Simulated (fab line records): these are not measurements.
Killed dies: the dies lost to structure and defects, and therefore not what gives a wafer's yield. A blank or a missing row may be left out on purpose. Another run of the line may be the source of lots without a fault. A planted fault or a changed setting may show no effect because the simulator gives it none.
Check for tools in common | flow ritCmos | 45 wafers sampled across 15 lots

## REASON FOR OPENING
RIT_NLDD_TW_MEAS_10, reading NLDD_TW: flagged on 3 of 15 lots. Fault-free wafers read 2505, with a standard deviation of 11.
Rule: flag the lot when none of its wafers has a number, or when each of its wafers that has one lies beyond 4 standard deviations from that mean. The rest of the lots are taken to be sound.

lot  | measured    | on           | NLDD_TW, wafer by wafer | flag
L264 | day 3 09:25 | filmMetro-01 | 2508 2491 2491          | 
L265 | day 3 14:48 | filmMetro-01 | 2493 2493 2499          | 
L266 | day 3 20:25 | filmMetro-02 | 2493 2507 2493          | 
L267 | day 4 03:07 | filmMetro-01 | 2526 2516 2524          | 
L268 | day 4 05:44 | filmMetro-01 | 2514 2514 2511          | 
L269 | day 4 09:30 | filmMetro-01 | 2690 2707 2717          | FLAGGED
L271 | day 4 17:25 | filmMetro-02 | 2705 2696 2681          | FLAGGED
L272 | day 4 22:34 | filmMetro-01 | 2517 2528 2528          | 
L274 | day 5 07:19 | filmMetro-01 | 2705 2691 2703          | FLAGGED
L279 | day 6 07:55 | filmMetro-02 | 2496 2497 2500          | 
L281 | day 6 16:31 | filmMetro-01 | 2502 2507 2489          | 
L282 | day 6 18:37 | filmMetro-01 | 2501 2500 2505          | 
L283 | day 7 02:13 | filmMetro-02 | 2495 2499 2480          | 
L285 | day 7 16:24 | filmMetro-02 | 2489 2492 2499          | 
L286 | day 7 23:28 | filmMetro-01 | 2506 2512 2515          | 
On average the flagged lots' numbers are 2699, which is +194 against the usual, or +18 standard deviations.

## TOOL THAT RAN EACH LOT
2 process steps preceding the reading are held in the record, out of 202 steps in the route. Cell contents, in order: the tool; ch with the chambers the sampled wafers went through; the start.
lot  | flag    | RIT_PWELL_STRIP_09                 | RIT_NLDD_IMPLANT_08
L264 |         | plasmaAsher-02 ch 0,1, day 2 08:41 | implanter-02 ch 0, day 3 09:05
L265 |         | plasmaAsher-04 ch 0,1, day 2 12:37 | implanter-02 ch 0, day 3 14:28
L266 |         | plasmaAsher-02 ch 0,1, day 2 16:45 | implanter-04 ch 0, day 3 20:07
L267 |         | plasmaAsher-01 ch 0,1, day 3 02:01 | implanter-04 ch 0, day 4 02:47
L268 |         | plasmaAsher-01 ch 0,1, day 3 05:02 | implanter-04 ch 0, day 4 05:27
L269 | FLAGGED | plasmaAsher-02 ch 0,1, day 3 09:13 | implanter-04 ch 0, day 4 09:10
L271 | FLAGGED | plasmaAsher-01 ch 0,1, day 3 18:33 | implanter-04 ch 0, day 4 17:07
L272 |         | plasmaAsher-01 ch 0,1, day 4 00:35 | implanter-01 ch 0, day 4 22:14
L274 | FLAGGED | plasmaAsher-02 ch 1, day 4 09:57   | implanter-04 ch 0, day 5 06:59
L279 |         | plasmaAsher-02 ch 0,1, day 5 09:58 | implanter-02 ch 0, day 6 07:35
L281 |         | plasmaAsher-01 ch 0,1, day 5 19:24 | implanter-01 ch 0, day 6 16:11
L282 |         | plasmaAsher-01 ch 0,1, day 5 23:02 | implanter-02 ch 0, day 6 18:18
L283 |         | plasmaAsher-01 ch 0,1, day 6 06:01 | implanter-02 ch 0, day 7 01:56
L285 |         | plasmaAsher-04 ch 0,1, day 6 15:23 | implanter-01 ch 0, day 7 16:06
L286 |         | plasmaAsher-02 ch 0,1, day 6 20:18 | implanter-04 ch 0, day 7 23:09
What is done by these steps:
- RIT_PWELL_STRIP_09: strips in O2, time 180 s.
- RIT_NLDD_IMPLANT_08
- RIT_NLDD_TW_MEAS_10

## FLAGGED AGAINST TOTAL, ONE TOOL AT A TIME (gauges that did the reading follow at the end)
step                | tool           | lots run | flagged | share of the flagged lots | sound lots run after its first flagged lot
RIT_PWELL_STRIP_09  | plasmaAsher-01 | 7        | 1       | some                      | 4 (L272,L281,L282,L283)
RIT_PWELL_STRIP_09  | plasmaAsher-02 | 6        | 2       | some                      | 2 (L279,L286)
RIT_PWELL_STRIP_09  | plasmaAsher-04 | 2        | 0       | none                      | -
RIT_NLDD_IMPLANT_08 | implanter-01   | 3        | 0       | none                      | -
RIT_NLDD_IMPLANT_08 | implanter-02   | 5        | 0       | none                      | -
RIT_NLDD_IMPLANT_08 | implanter-04   | 7        | 3       | all                       | 1 (L286)
RIT_NLDD_TW_MEAS_10 | filmMetro-01   | 10       | 2       | some                      | 4 (L272,L281,L282,L286)
RIT_NLDD_TW_MEAS_10 | filmMetro-02   | 5        | 1       | some                      | 3 (L279,L283,L285)

## THE TABLE: WHAT IT ALLOWS
Rows of the table that ran each flagged lot: 1, that is implanter-04 at RIT_NLDD_IMPLANT_08.
- implanter-04 at RIT_NLDD_IMPLANT_08 ran 7 lots, 3 of them flagged. After the first flagged lot (L286), sound lots still ran on it; a lasting fault on the whole tool would not permit that. Its own readings (beamEnergyKeV) fall more than 4 standard deviations out on all wafers of the flagged lots.
Every row of the table either missed a flagged lot or ran a sound lot after the first.

## WHAT THE SIMULATOR PUT IN
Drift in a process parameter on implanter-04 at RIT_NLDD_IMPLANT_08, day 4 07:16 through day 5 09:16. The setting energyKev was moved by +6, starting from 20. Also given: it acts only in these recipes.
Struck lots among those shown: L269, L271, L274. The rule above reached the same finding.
